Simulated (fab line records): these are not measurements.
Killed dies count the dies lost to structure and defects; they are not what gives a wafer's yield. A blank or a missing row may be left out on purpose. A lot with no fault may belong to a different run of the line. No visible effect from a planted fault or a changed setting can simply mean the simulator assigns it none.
fab line records ; flow rit-cmos
record: lots: 14; wafers: 42; last-day: 8
route steps=202 shown NRETRO@62 SDANNEAL@153 PLDD@159 CONTACT@177 M1@202
lots that met no fault: from a run of the same line without faults
start-h: hours from the record's opening day to when the first of the lot's shown wafers began ; wait-h: time in hours since the lot's previous step ; " identical to the entry in the row above ; L1.1+2: one row covering several wafers at once ; - either no value or no given start ; * or withheld: withheld ; < > ~ a bound
route shown NAME@n: a module of which the file shows steps, and the number in the route of the first ; usual: mean/standard deviation of fault-free wafers ; same: alike in all rows ; chamber/n: place in a boat ; sites: each site's reading ; _std_site: how widely they spread, as a standard deviation ; _edge_site: outer sites' mean less inner sites' ; radius-mm: how far each site lies from the wafer's centre ; mask NAME#n: copy n ; behind: the last tool/chamber to shape the wafer ; hold: the reason the lot was held/the length of the hold in hours/how it ended ; device: names the non-switching transistor (n, p or np) ; end of line: the tests these same wafers got at the end of their route ; a step without rows: its recipe alone ; killed: the dies lost at the first sort to structure and to defects; this is not the yield of the wafer ; map: a wafer's dies, marking killed ones x, the rest . and places with no die _
set.NAME: the run value of the setting; set.NAME@STEP: its run value at that earlier step ; model.NAME: the simulator's own value behind a step, which no gauge read
the route's steps for a sample of lots (tables are steps, rows are wafers)
services: the hour from which a tool's chamber was out of use, counted from the record's first day as start-h (under 0 if before that day), plus the number of hours and why
== steps ==
step: RIT_NRETRO_STRIP_09
recipe: chemistry: O2; time-s: 180; resist: NOVOLAK; platen-temp-c: withheld; power-w: 500; pressure-mtorr: 4000; o2-flow-sccm: 4000
usual: drypump-motor-current-A: 6.1/0.37
lot.wafer;tool;chamber;start-h;wait-h;drypump-motor-current-A;rf-hours-counter-h
L749.2;plasma-asher-03;1;30.45;0.1;6.4;38
L749.3;plasma-asher-03;0;30.45;0.1;5.4;-
L749.4;plasma-asher-03;1;30.45;0.1;6.4;-
L750.2;plasma-asher-01;0;34.49;0.1;6.5;23
L750.3;plasma-asher-01;0;34.49;0.1;6.5;-
L750.6;plasma-asher-01;1;34.49;0.1;6.0;-
L751.1;plasma-asher-01;1;40.19;0.1;6.0;23
L751.2;plasma-asher-01;0;40.19;0.1;6.5;23
L751.6;plasma-asher-01;0;40.19;0.1;6.5;-
L753.1;plasma-asher-03;1;52.11;0.1;6.4;40
L753.4;plasma-asher-03;1;52.11;0.1;6.4;-
L753.5;plasma-asher-03;0;52.11;0.1;5.4;-
L754.1;plasma-asher-01;0;54.57;0.1;6.5;25
L754.3;plasma-asher-01;1;54.57;0.1;6.0;-
L754.6;plasma-asher-01;0;54.57;0.1;6.5;-
L755.1;plasma-asher-01;0;60.92;0.1;6.5;25
L755.3;plasma-asher-01;0;60.92;0.1;6.5;-
L755.4;plasma-asher-01;1;60.92;0.1;6.0;-
L757.2;plasma-asher-04;1;71.04;0.1;5.8;45
L757.4;plasma-asher-04;0;71.04;0.1;5.9;-
L757.6;plasma-asher-04;0;71.04;0.1;5.8;-
L758.2;plasma-asher-03;0;77.51;0.1;5.4;42
L758.3;plasma-asher-03;1;77.51;0.1;6.4;-
L758.4;plasma-asher-03;0;77.51;0.1;5.4;-
L764.1;plasma-asher-01;1;107.38;0.1;6.0;30
L764.2;plasma-asher-01;0;107.38;0.1;6.5;30
L764.5;plasma-asher-01;1;107.38;0.1;6.0;-
L765.1;plasma-asher-04;1;112.51;0.1;5.8;50
L765.2;plasma-asher-04;0;112.51;0.1;5.9;50
L765.5;plasma-asher-04;1;112.51;0.1;5.8;-
L766.3;plasma-asher-01;1;117.76;0.1;6.0;-
L766.4;plasma-asher-01;0;117.76;0.1;6.5;-
L766.6;plasma-asher-01;1;117.76;0.1;6.0;-
L767.1;plasma-asher-04;0;125.41;0.1;5.9;51
L767.3;plasma-asher-04;0;125.41;0.1;5.9;-
L767.5;plasma-asher-04;1;125.41;0.1;5.7;-
L768.1;plasma-asher-03;1;128.33;0.1;6.4;1
L768.2;plasma-asher-03;0;128.33;0.1;5.4;1
L768.4;plasma-asher-03;0;128.33;0.1;5.4;-
L772.1;plasma-asher-01;1;155.00;0.1;6.0;35
L772.2;plasma-asher-01;0;155.00;0.1;6.5;35
L772.6;plasma-asher-01;1;155.00;0.1;6.0;-
step: RIT_SDANNEAL_CLEAN_00
recipe: chemistry: SC1; mix: 3:3:50; time-s: 600; temp-c: 75
usual: bath-guard-temp-C: 75.0/0.62; bath-heat-duty-pct: 14.8/1.2
lot.wafer;tool;chamber;start-h;wait-h;bath-guard-temp-C;bath-heat-duty-pct
L749.2;wet-bench-01;2;49.87;0.0;75.0;17.0
L749.3;wet-bench-01;2;49.87;0.0;75.0;16.4
L749.4;wet-bench-01;2;49.87;0.0;75.3;15.5
L750.2;wet-bench-01;1;56.10;0.0;75.5;13.1
L750.3;wet-bench-01;1;56.10;0.0;75.7;14.6
L750.6;wet-bench-01;1;56.10;0.0;75.6;14.2
L751.1;wet-bench-02;3;62.99;0.1;74.2;13.4
L751.2;wet-bench-02;3;62.99;0.1;74.1;14.5
L751.6;wet-bench-02;3;62.99;0.1;74.1;13.7
L753.1;wet-bench-02;0;72.16;0.1;75.3;18.2
L753.4;wet-bench-02;0;72.16;0.1;74.7;18.0
L753.5;wet-bench-02;0;72.16;0.1;74.7;19.7
L754.1;wet-bench-03;1;74.96;0.1;74.6;15.1
L754.3;wet-bench-03;1;74.96;0.1;74.6;14.4
L754.6;wet-bench-03;1;74.96;0.1;74.5;14.7
L755.1;wet-bench-02;2;79.96;0.1;74.4;16.4
L755.3;wet-bench-02;2;79.96;0.1;74.4;15.7
L755.4;wet-bench-02;2;79.96;0.1;74.2;17.9
L757.2;wet-bench-02;3;90.43;0.0;-;-
L757.4;wet-bench-02;3;90.43;0.0;-;-
L757.6;wet-bench-02;3;90.43;0.0;-;-
L758.2;wet-bench-03;1;97.02;0.0;-;-
L758.3;wet-bench-03;1;97.02;0.0;-;-
L758.4;wet-bench-03;1;97.02;0.0;-;-
L764.1;wet-bench-01;1;133.13;0.1;75.4;13.0
L764.2;wet-bench-01;1;133.13;0.1;75.4;14.5
L764.5;wet-bench-01;1;133.13;0.1;75.7;13.8
L765.1;wet-bench-01;1;133.62;0.1;75.2;12.5
L765.2;wet-bench-01;1;133.62;0.1;75.5;12.7
L765.5;wet-bench-01;1;133.62;0.1;74.9;14.3
L766.3;wet-bench-03;2;137.55;0.0;76.1;14.1
L766.4;wet-bench-03;2;137.55;0.0;76.0;13.8
L766.6;wet-bench-03;2;137.55;0.0;76.2;13.4
L768.1;wet-bench-03;2;149.72;0.1;75.9;14.7
L768.2;wet-bench-03;2;149.72;0.1;75.8;13.9
L768.4;wet-bench-03;2;149.72;0.1;76.3;14.7
L767.1;wet-bench-03;1;151.64;0.1;74.4;15.1
L767.3;wet-bench-03;1;151.64;0.1;74.7;13.8
L767.5;wet-bench-03;1;151.64;0.1;74.6;13.8
L772.1;wet-bench-02;2;178.62;0.1;74.3;14.7
L772.2;wet-bench-02;2;178.62;0.1;74.0;14.9
L772.6;wet-bench-02;2;178.62;0.1;74.9;17.2
step: RIT_SDANNEAL_RS_MEAS_06
recipe: thk-meas-gauge: four-point-probe
usual: PLDD_RS: 178.7/0.45
lot.wafer;tool;chamber;start-h;wait-h;PLDD_RS[ohm/sq]
L749.2;film-metro-01;-;50.61;0.1;178.9
L749.3;film-metro-01;-;50.61;0.1;178.3
L749.4;film-metro-01;-;50.61;0.1;178.4
L750.2;film-metro-04;-;56.82;0.1;179.2
L750.3;film-metro-04;-;56.82;0.1;179.4
L750.6;film-metro-04;-;56.82;0.1;178.9
L751.1;film-metro-02;-;63.66;0.1;178.2
L751.2;film-metro-02;-;63.66;0.1;177.9
L751.6;film-metro-02;-;63.66;0.1;177.8
L753.1;film-metro-04;-;72.83;0.1;179.7
L753.4;film-metro-04;-;72.83;0.1;179.3
L753.5;film-metro-04;-;72.83;0.1;179.1
L754.1;film-metro-01;-;75.64;0.1;178.7
L754.3;film-metro-01;-;75.64;0.1;179.2
L754.6;film-metro-01;-;75.64;0.1;178.7
L755.1;film-metro-02;-;80.66;0.1;178.6
L755.3;film-metro-02;-;80.66;0.1;177.8
L755.4;film-metro-02;-;80.66;0.1;178.2
L757.2;film-metro-04;-;91.15;0.1;179.2
L757.4;film-metro-04;-;91.15;0.1;179.0
L757.6;film-metro-04;-;91.15;0.1;178.9
L758.2;film-metro-01;-;97.70;0.1;178.2
L758.3;film-metro-01;-;97.70;0.1;178.4
L758.4;film-metro-01;-;97.70;0.1;178.5
L764.1;film-metro-01;-;133.80;0.1;178.5
L764.2;film-metro-01;-;133.80;0.1;178.9
L764.5;film-metro-01;-;133.80;0.1;178.8
L765.1;film-metro-04;-;134.29;0.1;179.3
L765.2;film-metro-04;-;134.29;0.1;179.3
L765.5;film-metro-04;-;134.29;0.1;179.2
L766.3;film-metro-04;-;138.25;0.1;179.1
L766.4;film-metro-04;-;138.25;0.1;178.9
L766.6;film-metro-04;-;138.25;0.1;178.5
L768.1;film-metro-01;-;150.42;0.1;178.4
L768.2;film-metro-01;-;150.42;0.1;178.2
L768.4;film-metro-01;-;150.42;0.1;177.7
L767.1;film-metro-04;-;152.34;0.1;178.8
L767.3;film-metro-04;-;152.34;0.1;178.5
L767.5;film-metro-04;-;152.34;0.1;179.0
L772.1;film-metro-04;-;179.30;0.1;178.3
L772.2;film-metro-04;-;179.30;0.1;178.7
L772.6;film-metro-04;-;179.30;0.1;178.4
step: RIT_CONTACT_OVL_MEAS_09
usual: CONTACT_OVL: 0.1/1.4
lot.wafer;tool;chamber;start-h;wait-h;CONTACT_OVL[nm]
L749.2;overlay-01;-;52.55;0.1;-0.5
L749.3;overlay-01;-;52.55;0.1;-1.3
L749.4;overlay-01;-;52.55;0.1;-0.1
L750.2;overlay-01;-;58.76;0.1;0.2
L750.3;overlay-01;-;58.76;0.1;2.3
L750.6;overlay-01;-;58.76;0.1;1.5
L751.1;overlay-01;-;65.74;0.1;-0.1
L751.2;overlay-01;-;65.74;0.1;-1.0
L751.6;overlay-01;-;65.74;0.1;-2.7
L753.1;overlay-02;-;74.87;0.1;0.9
L753.4;overlay-02;-;74.87;0.1;2.2
L753.5;overlay-02;-;74.87;0.1;3.6
L754.1;overlay-01;-;77.83;0.1;0.9
L754.3;overlay-01;-;77.83;0.1;1.1
L754.6;overlay-01;-;77.83;0.1;-1.1
L755.1;overlay-02;-;82.74;0.1;-2.3
L755.3;overlay-02;-;82.74;0.1;-2.3
L755.4;overlay-02;-;82.74;0.1;-1.5
L757.2;overlay-01;-;93.21;0.1;-1.7
L757.4;overlay-01;-;93.21;0.1;-1.5
L757.6;overlay-01;-;93.21;0.1;-0.7
L758.2;overlay-01;-;99.77;0.1;0.2
L758.3;overlay-01;-;99.77;0.1;0.0
L758.4;overlay-01;-;99.77;0.1;1.5
L764.1;overlay-01;-;135.85;0.1;-1.7
L764.2;overlay-01;-;135.85;0.1;-2.6
L764.5;overlay-01;-;135.85;0.1;-2.4
L765.1;overlay-01;-;136.37;0.1;-0.7
L765.2;overlay-01;-;136.37;0.1;-0.5
L765.5;overlay-01;-;136.37;0.1;-1.0
L766.3;overlay-01;-;140.33;0.1;-2.7
L766.4;overlay-01;-;140.33;0.1;-0.4
L766.6;overlay-01;-;140.33;0.1;0.8
L768.1;overlay-01;-;152.41;0.1;-1.6
L768.2;overlay-01;-;152.41;0.1;-0.3
L768.4;overlay-01;-;152.41;0.1;-1.1
L767.1;overlay-01;-;154.44;0.1;-0.6
L767.3;overlay-01;-;154.44;0.1;2.0
L767.5;overlay-01;-;154.44;0.1;0.2
L772.1;overlay-01;-;181.62;0.1;1.3
L772.2;overlay-01;-;181.62;0.1;-0.8
L772.6;overlay-01;-;181.62;0.1;1.1
step: RIT_M1_PROBE_99
usual: killed_at_M0_to_M3: 0.0/0.14; killed-at-contacts: 0.0/0.25; killed-at-front-end: 6.6/2.7; killed-dies: 6.7/2.7; killed-open: 3.3/1.9; killed-short: 3.4/1.9
same: gross-dies: 264; killed_at_M4_up: 0; killed-at-back-side: 0; killed-at-other: 0
lot.wafer;tool;chamber;start-h;wait-h;killed_at_M0_to_M3;killed-at-contacts;killed-at-front-end;killed-dies;killed-open;killed-short
L749.2;prober-01;-;58.51;0.1;0;0;4;4;1;3
L749.3;prober-01;-;58.56;0.2;0;0;7;7;4;3
L749.4;prober-01;-;58.61;0.2;0;0;6;6;4;2
L750.2;prober-02;-;63.86;0.1;0;0;5;5;2;3
L750.3;prober-02;-;63.91;0.2;0;0;7;7;6;1
L750.6;prober-02;-;64.06;0.2;0;0;12;12;8;4
L751.1;prober-01;-;70.92;0.1;0;0;8;8;5;3
L751.2;prober-01;-;70.97;0.1;0;0;8;8;4;4
L751.6;prober-01;-;71.17;0.2;0;0;9;9;6;3
L753.1;prober-01;-;80.42;0.1;0;1;4;5;4;1
L753.4;prober-01;-;80.57;0.2;0;0;4;4;2;2
L753.5;prober-01;-;80.62;0.2;0;0;9;9;6;3
L754.1;prober-02;-;83.22;0.1;0;1;8;9;6;3
L754.3;prober-02;-;83.32;0.2;0;0;10;10;6;4
L754.6;prober-02;-;83.47;0.2;0;0;10;10;3;7
L755.1;prober-01;-;88.67;0.1;0;0;4;4;3;1
L755.3;prober-01;-;88.77;0.2;0;0;5;5;3;2
L755.4;prober-01;-;88.82;0.2;0;0;6;6;2;4
L757.2;prober-01;-;99.70;0.1;0;0;8;8;5;3
L757.4;prober-01;-;99.80;0.2;0;1;10;11;5;6
L757.6;prober-01;-;99.90;0.2;0;0;7;7;4;3
L758.2;prober-02;-;105.92;0.1;0;0;1;1;1;0
L758.3;prober-02;-;105.97;0.2;0;0;4;4;2;2
L758.4;prober-02;-;106.02;0.2;1;0;2;3;0;3
L764.1;prober-02;-;144.10;0.1;0;0;10;10;6;4
L764.2;prober-02;-;144.15;0.1;0;0;2;2;1;1
L764.5;prober-02;-;144.30;0.2;0;0;6;6;3;3
L765.1;prober-01;-;144.10;0.1;0;0;8;8;4;4
L765.2;prober-01;-;144.15;0.1;0;0;2;2;1;1
L765.5;prober-01;-;144.30;0.2;0;0;2;2;1;1
L766.3;prober-01;-;148.30;0.2;0;0;6;6;2;4
L766.4;prober-01;-;148.35;0.2;0;0;7;7;6;1
L766.6;prober-01;-;148.45;0.2;0;0;5;5;3;2
L768.1;prober-02;-;159.05;0.1;0;0;6;6;4;2
L768.2;prober-02;-;159.10;0.1;0;0;11;11;3;8
L768.4;prober-02;-;159.20;0.2;0;0;5;5;3;2
L767.1;prober-01;-;161.62;0.1;0;0;3;3;2;1
L767.3;prober-01;-;161.72;0.2;0;0;5;5;3;2
L767.5;prober-01;-;161.82;0.2;0;0;6;6;3;3
L772.1;prober-02;-;187.59;0.1;0;0;7;7;3;4
L772.2;prober-02;-;187.64;0.1;0;0;12;12;5;7
L772.6;prober-02;-;187.84;0.2;0;0;8;8;4;4
killed by level:class
L749.2 GATE:geometric-particle:short=2 FOX1:geometric-particle:short=1 GATE:geometric-particle:open=1
L749.3 GATE:geometric-particle:open=3 FOX1:geometric-particle:short=1 FOX2:geometric-particle:short=1 FOX2:geometric-particle:open=1 GATE:geometric-particle:short=1
L749.4 GATE:geometric-particle:open=3 ACTIVE:geometric-particle:open=1 FOX1:geometric-particle:short=1 SILICIDE:geometric-particle:short=1
L750.2 FOX1:geometric-particle:short=3 FOX1:geometric-particle:open=1 SILICIDE:geometric-particle:open=1
L750.3 FOX1:geometric-particle:open=2 GATE:geometric-particle:open=2 FOX2:geometric-particle:open=1 GATE:geometric-particle:short=1 SILICIDE:geometric-particle:open=1
L750.6 FOX1:geometric-particle:open=3 GATE:geometric-particle:open=3 SILICIDE:geometric-particle:short=2 GATE:geometric-particle:short=1 REOX:geometric-particle:open=1 REOX:geometric-particle:short=1 SILICIDE:geometric-particle:open=1
L751.1 FOX1:geometric-particle:short=2 GATE:geometric-particle:open=2 REOX:geometric-particle:open=2 GATE:geometric-particle:short=1 SPACER:geometric-particle:open=1
L751.2 GATE:geometric-particle:short=4 GATE:geometric-particle:open=3 FOX1:geometric-particle:open=1
L751.6 GATE:geometric-particle:open=4 GATE:geometric-particle:short=2 FOX2:geometric-particle:short=1 REOX:geometric-particle:open=1 SPACER:geometric-particle:open=1
L753.1 GATE:geometric-particle:open=4 CONTACT:geometric-particle:short=1
L753.4 FOX1:geometric-particle:open=2 GATE:geometric-particle:short=1 REOX:geometric-particle:short=1
L753.5 GATE:geometric-particle:short=3 GATE:geometric-particle:open=3 FOX1:geometric-particle:open=2 REOX:geometric-particle:open=1
L754.1 GATE:geometric-particle:open=2 SPACER:geometric-particle:open=2 FOX1:geometric-particle:open=1 FOX2:geometric-particle:open=1 GATE:geometric-particle:short=1 SPACER:geometric-particle:short=1 CONTACT:geometric-particle:short=1
L754.3 GATE:geometric-particle:open=2 REOX:geometric-particle:open=2 FOX1:geometric-particle:short=1 FOX2:geometric-particle:short=1 GATE:geometric-particle:short=1 REOX:geometric-particle:short=1 SPACER:geometric-particle:open=1 SILICIDE:geometric-particle:open=1
L754.6 FOX1:geometric-particle:short=3 SILICIDE:geometric-particle:short=2 GATE:geometric-particle:open=1 GATE:geometric-particle:short=1 SPACER:geometric-particle:open=1 SPACER:geometric-particle:short=1 SILICIDE:geometric-particle:open=1
L755.1 FOX2:geometric-particle:open=1 GATE:geometric-particle:open=1 SPACER:geometric-particle:open=1 SPACER:geometric-particle:short=1
L755.3 SPACER:geometric-particle:open=2 GATE:geometric-particle:short=1 GATE:geometric-particle:open=1 SILICIDE:geometric-particle:short=1
L755.4 GATE:geometric-particle:short=2 GATE:geometric-particle:open=1 REOX:geometric-particle:short=1 SPACER:geometric-particle:open=1 SPACER:geometric-particle:short=1
L757.2 FOX1:geometric-particle:open=3 REOX:geometric-particle:open=2 FOX1:geometric-particle:short=1 FOX2:geometric-particle:short=1 GATE:geometric-particle:short=1
L757.4 REOX:geometric-particle:short=3 FOX1:geometric-particle:open=2 GATE:geometric-particle:open=2 GATE:geometric-particle:short=2 SILICIDE:geometric-particle:open=1 CONTACT:geometric-particle:short=1
L757.6 GATE:geometric-particle:open=2 FOX1:geometric-particle:open=1 FOX2:geometric-particle:short=1 GATE:geometric-particle:short=1 REOX:geometric-particle:short=1 SILICIDE:geometric-particle:open=1
L758.2 FOX1:geometric-particle:open=1
L758.3 FOX1:geometric-particle:open=1 FOX1:geometric-particle:short=1 GATE:geometric-particle:open=1 SILICIDE:geometric-particle:short=1
L758.4 REOX:geometric-particle:short=1 GATE:geometric-particle:short=1 M1:geometric-particle:short=1
L764.1 FOX1:geometric-particle:open=2 GATE:geometric-particle:short=2 REOX:geometric-particle:open=2 FOX1:geometric-particle:short=1 FOX2:geometric-particle:open=1 GATE:geometric-particle:open=1 SPACER:geometric-particle:short=1
L765.1 GATE:geometric-particle:open=4 FOX2:geometric-particle:short=1 GATE:geometric-particle:short=1 REOX:geometric-particle:short=1 SILICIDE:geometric-particle:short=1
L764.2 GATE:geometric-particle:short=1 GATE:geometric-particle:open=1
L765.2 FOX2:geometric-particle:short=1 GATE:geometric-particle:open=1
L764.5 FOX2:geometric-particle:short=3 GATE:geometric-particle:open=2 SPACER:geometric-particle:open=1
L765.5 REOX:geometric-particle:short=1 REOX:geometric-particle:open=1
L766.3 GATE:geometric-particle:short=2 SPACER:geometric-particle:short=2 GATE:geometric-particle:open=1 SILICIDE:geometric-particle:open=1
L766.4 GATE:geometric-particle:open=5 REOX:geometric-particle:open=1 SPACER:geometric-particle:short=1
L766.6 FOX1:geometric-particle:short=1 FOX2:geometric-particle:open=1 GATE:geometric-particle:open=1 GATE:geometric-particle:short=1 REOX:geometric-particle:open=1
L768.1 SPACER:geometric-particle:open=2 FOX1:geometric-particle:open=1 FOX2:geometric-particle:short=1 SILICIDE:geometric-particle:short=1 SILICIDE:geometric-particle:open=1
L768.2 REOX:geometric-particle:short=4 FOX1:geometric-particle:short=2 FOX1:geometric-particle:open=2 FOX2:geometric-particle:short=1 REOX:geometric-particle:open=1 SILICIDE:geometric-particle:short=1
L768.4 REOX:geometric-particle:open=2 FOX1:geometric-particle:short=1 GATE:geometric-particle:open=1 GATE:geometric-particle:short=1
L767.1 FOX1:geometric-particle:open=1 GATE:geometric-particle:short=1 GATE:geometric-particle:open=1
L767.3 GATE:geometric-particle:open=2 FOX2:geometric-particle:open=1 FOX2:geometric-particle:short=1 REOX:geometric-particle:short=1
L767.5 GATE:geometric-particle:short=2 GATE:geometric-particle:open=2 FOX1:geometric-particle:open=1 SILICIDE:geometric-particle:short=1
L772.1 GATE:geometric-particle:short=2 REOX:geometric-particle:short=2 FOX2:geometric-particle:open=1 REOX:geometric-particle:open=1 SPACER:geometric-particle:open=1
L772.2 FOX2:geometric-particle:open=2 GATE:geometric-particle:short=2 SPACER:geometric-particle:short=2 FOX1:geometric-particle:short=1 FOX2:geometric-particle:short=1 GATE:geometric-particle:open=1 SPACER:geometric-particle:open=1 SILICIDE:geometric-particle:open=1
L772.6 FOX2:geometric-particle:open=2 GATE:geometric-particle:open=2 FOX1:geometric-particle:short=1 FOX2:geometric-particle:short=1 GATE:geometric-particle:short=1 SPACER:geometric-particle:short=1
== services ==
tool;chamber;start-h;hours;kind
plasma-asher-01;-;18.18;1.8;repair
plasma-asher-01;-;19.20;6.0;repair
plasma-asher-03;-;56.69;2.8;pm
plasma-asher-03;-;108.75;9.0;pm
plasma-asher-03;0;108.75;9.0;vent-cycle
plasma-asher-03;1;108.75;9.0;vent-cycle
plasma-asher-03;0;117.75;-;clean
plasma-asher-03;1;117.75;-;clean
plasma-asher-03;-;142.18;0.6;repair
plasma-asher-01;-;175.77;4.3;repair
== key ==
first-sign: step: RIT_SDANNEAL_CLEAN_00; reading: tool-record; direction: missing
effect none on later readings
met-at RIT_SDANNEAL_CLEAN_00
struck-lots L757,L758
tester-left-out L757,L758
not-acting-at RIT_NRETRO_STRIP_09,RIT_SDANNEAL_RS_MEAS_06,RIT_CONTACT_OVL_MEAS_09
onset-between 79.96 90.43
fault: kind: skipped-step-whole; tool: wet-bench-02,wet-bench-03; chamber: -; onset-h: 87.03; steps: RIT_SDANNEAL_CLEAN_00; scope: struck-lots-only
tester-left-out: of these lots the tester's yield and bins aren't shown, on N5 and GAA mostly nor the transistor test; their killed dies are dies lost to structure and defects alone, not to doping, threshold or leakage, so they don't give the yield
